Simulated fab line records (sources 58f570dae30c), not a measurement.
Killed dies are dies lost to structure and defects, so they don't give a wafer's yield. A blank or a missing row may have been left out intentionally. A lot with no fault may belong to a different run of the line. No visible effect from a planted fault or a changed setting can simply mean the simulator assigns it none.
A struck lot beside a sound one / flow berkeley_cmos170 / 14 steps out of a route of 331
Sound: these wafers, L760.4, L760.5, L760.6. Struck: wafers L766.1, L766.2, L766.6. The cause comes at the end.
For every step that has rows: the tool of each side, followed by ch and its chambers, followed by its first start. Under that, the readings that differ: sound wafers / struck wafers / difference of the means / sigmas: that difference in standard deviations of wafers without a fault.
alike: words and numbers the same on both sides, and readings whose means are apart by under 2 such deviations; not compared: readings that were withheld, readings missing a value for some wafer, numbers with overlapping values and no deviation given by the record, and bounds like >300 which may hide the same value.
Wherever a step has rows on one side only, a row that says differs or no value, or a row with sigmas, the two part there. Non-overlapping numbers with no deviation appear without sigmas and do not part them. Lack of a reading on every wafer of one side parts them only where that side has two or more wafers.

first, 1 step without rows for these wafers: UCB170_PLDD_DEVELOP_05 (develop time 45 s).
UCB170_PLDD_CD_MEAS_06: target cd 1200 nm.
  sound: cd_sem-02 at day 8 09:31; struck: cd_sem-02 at day 10 00:13
  alike: cd_nm
UCB170_PLDD_OVL_MEAS_07:
  sound: overlay-02 at day 8 09:35; struck: overlay-01 at day 10 00:20
reading=PLDD_OVL (nm); sound=12 8 11; struck=-6 -4 -4; difference=-15; sigmas=-3
then, 2 steps without rows for these wafers: UCB170_PLDD_IMPLANT_08; UCB170_PLDD_IMPLANT_09.
UCB170_PLDD_STRIP_10: strips in O2.
  sound on plasma_asher-02 ch 0,1, day 8 09:57; struck on plasma_asher-02 ch 0,1, day 10 00:41
  alike: drypump_motor_current_A, o2_flow_sccm, oes_product_au, strip_time_to_endpoint_s
  not compared: rf_hours_counter_h
UCB170_PLDD_TW_MEAS_11:
  sound: film_metro-03 at day 8 10:02; struck: film_metro-03 at day 10 00:47
  alike: PLDD_TW
then, 5 steps without rows for these wafers: UCB170_PLDD_CLEAN_12 (cleans in SPM, time 600 s); UCB170_NLDD_HMDS_00 (prime time 60 s); UCB170_NLDD_COAT_01 (resist thk 900 nm); UCB170_NLDD_SOFTBAKE_02 (time 60 s); UCB170_NLDD_EXPOSE_03 (exposes mask NSELECT, target cd 1200 nm).
UCB170_NLDD_PEB_04:
  struck on litho_track-03, day 10 01:56; sound on litho_track-01 ch 0, day 8 11:27
  no value came back on the struck wafers for chill_plate_temp_C (C), exhaust_pa (Pa), heater_power_total_W (W); on the sound wafers chill_plate_temp_C (C) reads 22.95 23.05 22.96
then, 1 step without rows for these wafers: UCB170_NLDD_DEVELOP_05 (develop time 45 s).

WHERE THEY PART
At UCB170_PLDD_OVL_MEAS_07 first; at UCB170_NLDD_PEB_04 last (within this record only).

WHY: what had been put in by the simulator
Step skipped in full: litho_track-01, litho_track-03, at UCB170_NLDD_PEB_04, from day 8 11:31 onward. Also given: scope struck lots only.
